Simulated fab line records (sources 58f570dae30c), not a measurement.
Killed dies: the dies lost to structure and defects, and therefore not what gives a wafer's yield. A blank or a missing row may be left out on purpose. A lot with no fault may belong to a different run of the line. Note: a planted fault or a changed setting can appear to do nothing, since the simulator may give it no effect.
Which tool did it? + flow berkeley_cmos170 + 14 lots with 42 wafers sampled at 2 steps, on a route of 331 steps

== WHAT THE GAUGES SHOWED, per wafer ==
No reading from a measuring or inspecting step in the record can be judged against a usual standard deviation.

== EACH LOT AND THE TOOL THAT RAN IT (in order: tool; ch and the chambers of the sampled wafers; start) ==
| lot  | UCB170_ZERO_ETCH_06               | UCB170_M3_HMDS_04                 |
|------|-----------------------------------|-----------------------------------|
| L350 | rie_diel-01 ch 2,3, day 1 19:31   | litho_track-03 ch 0, day 7 12:13  |
| L353 | rie_diel-04 ch 0,2,3, day 2 12:19 | litho_track-03 ch 0, day 8 04:46  |
| L355 | rie_diel-02 ch 1,3, day 2 17:26   | litho_track-03 ch 0, day 8 16:49  |
| L356 | rie_diel-01 ch 0,1,3, day 2 23:36 | litho_track-03 ch 0, day 8 21:10  |
| L357 | rie_diel-04 ch 0,1,3, day 3 08:45 | litho_track-03 ch 0, day 9 04:37  |
| L360 | rie_diel-04 ch 0,1, day 3 20:33   | litho_track-04 ch 0, day 9 09:07  |
| L361 | rie_diel-01 ch 1,3, day 4 02:13   | litho_track-04 ch 0, day 9 20:02  |
| L363 | rie_diel-04 ch 1,2, day 4 09:05   | litho_track-02 ch 0, day 9 18:13  |
| L364 | rie_diel-02 ch 1,3, day 4 16:03   | litho_track-04 ch 0, day 10 15:06 |
| L366 | rie_diel-04 ch 0,1, day 5 07:37   | litho_track-03 ch 0, day 11 03:47 |
| L367 | rie_diel-02 ch 0,2, day 5 10:15   | litho_track-04 ch 0, day 11 04:07 |
| L369 | rie_diel-02 ch 0,1,2, day 5 14:19 | litho_track-04 ch 0, day 11 03:28 |
| L371 | rie_diel-04 ch 0,1,2, day 6 04:53 | litho_track-02 ch 0, day 12 01:56 |
| L373 | rie_diel-01 ch 0,1,2, day 6 14:58 | litho_track-02 ch 0, day 12 16:07 |
- UCB170_ZERO_ETCH_06: etches SiO2 in CHF3/CF4/Ar, time 12 s.
- UCB170_M3_HMDS_04: prime time 60 s.

== AS READ BY THE TOOLS THEMSELVES (means over the sampled wafers that have a number; for cases with no such wafer, the mark the record gives instead) ==
UCB170_ZERO_ETCH_06.
| lot  | tool        | CHF3_flow_sccm (sccm) | drypump_motor_current_A (A) | oes_product_au (a.u.) | throttle_valve_pct (%) |
|------|-------------|-----------------------|-----------------------------|-----------------------|------------------------|
| L350 | rie_diel-01 | 49.98                 | 5.8                         | 0.610                 | 9.39                   |
| L353 | rie_diel-04 | 50.07                 | 6.0                         | 0.615                 | 9.20                   |
| L355 | rie_diel-02 | 49.72                 | 5.9                         | 0.610                 | 9.32                   |
| L356 | rie_diel-01 | 50.05                 | 5.8                         | 0.623                 | 9.31                   |
| L357 | rie_diel-04 | 49.95                 | 6.1                         | 0.623                 | 9.20                   |
| L360 | rie_diel-04 | 49.93                 | 5.6                         | 0.621                 | 9.29                   |
| L361 | rie_diel-01 | 49.97                 | 5.9                         | 0.611                 | 9.41                   |
| L363 | rie_diel-04 | 49.86                 | 5.9                         | 0.615                 | 9.10                   |
| L364 | rie_diel-02 | 49.90                 | 5.9                         | 0.609                 | 9.32                   |
| L366 | rie_diel-04 | 50.07                 | 5.8                         | 0.626                 | 9.21                   |
| L367 | rie_diel-02 | 49.92                 | 5.6                         | 0.621                 | 9.38                   |
| L369 | rie_diel-02 | 50.05                 | 5.8                         | 0.620                 | 9.35                   |
| L371 | rie_diel-04 | 50.07                 | 5.7                         | 0.623                 | 9.20                   |
| L373 | rie_diel-01 | 49.93                 | 5.7                         | 0.622                 | 9.28                   |

UCB170_M3_HMDS_04.
| lot  | tool           | prime_temp_c (C) |
|------|----------------|------------------|
| L350 | litho_track-03 | 99.96            |
| L353 | litho_track-03 | 99.88            |
| L355 | litho_track-03 | 100.00           |
| L356 | litho_track-03 | 100.02           |
| L357 | litho_track-03 | 99.86            |
| L360 | litho_track-04 | 100.13           |
| L361 | litho_track-04 | 99.93            |
| L363 | litho_track-02 | 100.14           |
| L364 | litho_track-04 | 100.21           |
| L366 | litho_track-03 | 100.04           |
| L367 | litho_track-04 | 102.31           |
| L369 | litho_track-04 | 102.36           |
| L371 | litho_track-02 | 99.98            |
| L373 | litho_track-02 | 99.99            |

== THE ANSWER, worked out from the rows above alone ==
Rule: the lots themselves supply what counts as usual. Put in order of their means at a reading, lots are off if they are a third of the lots or fewer, leave a main group of 4 or more, and stand apart from it by a gap of 3 or more times the standard deviation of the main group's means; of several such gaps the widest counts. A main group whose means are all the same, to the digits that the tables above print for the reading, isn't used. Also off: a lot with no number at a reading for which 4 or more lots have one. All remaining lots with rows at the step are treated as sound. After the gauges, taken in route order, come the tools' own readings; for these a lot's mean is taken, as printed above. At the first step where some lot is off, the reading lying furthest off is the one used; lots without a number count as furthest.
Off: L367, L369 (UCB170_M3_HMDS_04, prime_temp_c). The main group: mean 100.01 C, standard deviation 0.1.
If a tool, at that step or one of the process steps before it, ran each lot that is off and ran no sound lot following the first of them, it fits. Undecided on this evidence; 2 tools fit (rie_diel-02 at UCB170_ZERO_ETCH_06, litho_track-04 at UCB170_M3_HMDS_04).

== WHAT THE SIMULATOR HAD INSERTED ==
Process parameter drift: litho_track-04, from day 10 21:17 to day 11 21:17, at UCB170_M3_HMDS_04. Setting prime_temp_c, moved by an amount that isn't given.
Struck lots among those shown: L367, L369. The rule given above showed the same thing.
